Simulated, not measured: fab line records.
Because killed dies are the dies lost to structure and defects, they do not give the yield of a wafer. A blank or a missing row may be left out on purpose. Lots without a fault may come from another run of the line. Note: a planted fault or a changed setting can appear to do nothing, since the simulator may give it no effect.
Chamber matching ; flow berkeley-cmos170 ; rie-diel-03 running UCB170_V2_ETCH_14: 4 sister chambers
The step etches SiO2 in CHF3/CF4/Ar, stops on Al, target depth 1250 nm, time 291 s. 8 wafers are shown with their chamber, then 8 later ones without.

WAFERS, EACH WITH ITS CHAMBER
wafer;chamber;drypump-motor-current-A (A);throttle-valve-pct (%)
L529.3;2;5.3;7.16
L530.6;1;5.2;6.88
L533.5;0;6.0;6.97
L533.6;1;5.2;6.87
L535.4;0;6.0;6.98
L535.5;3;6.5;6.96
L535.6;2;5.3;7.16
L541.2;3;6.4;6.97

WAFERS WHOSE CHAMBER IS MISSING
wafer;drypump-motor-current-A (A);throttle-valve-pct (%)
L541.5;6.4;6.96
L541.6;5.3;7.17
L546.1;6.0;6.98
L546.2;5.3;7.16
L546.5;5.3;7.18
L548.2;6.5;6.97
L548.3;5.3;7.15
L548.6;6.0;6.95

THE CHAMBER EACH PASSED THROUGH
wafer;from the rows above;in truth
L541.5;3;3
L541.6;2;2
L546.1;0;0
L546.2;2;2
L546.5;2;2
L548.2;3;3
L548.3;2;2
L548.6;0;0
Placed correctly: 8 of 8. Left unplaced by these rows: 0. Number placed wrongly: 0.
How it was worked out, from the rows above alone: a wafer's distance from a chamber is the root of the sum, over the readings, of the square of ((its reading less the chamber's mean) divided by the reading's scatter). If the next closest chamber is less than 2 further off than the closest, the wafer can't be placed; otherwise it belongs to the closest. A chamber's mean is the mean of its shown wafers. The scatter is the square root of a quotient: the sum, over the shown wafers, of each reading's squared deviation from its chamber's mean, divided by wafers minus chambers.
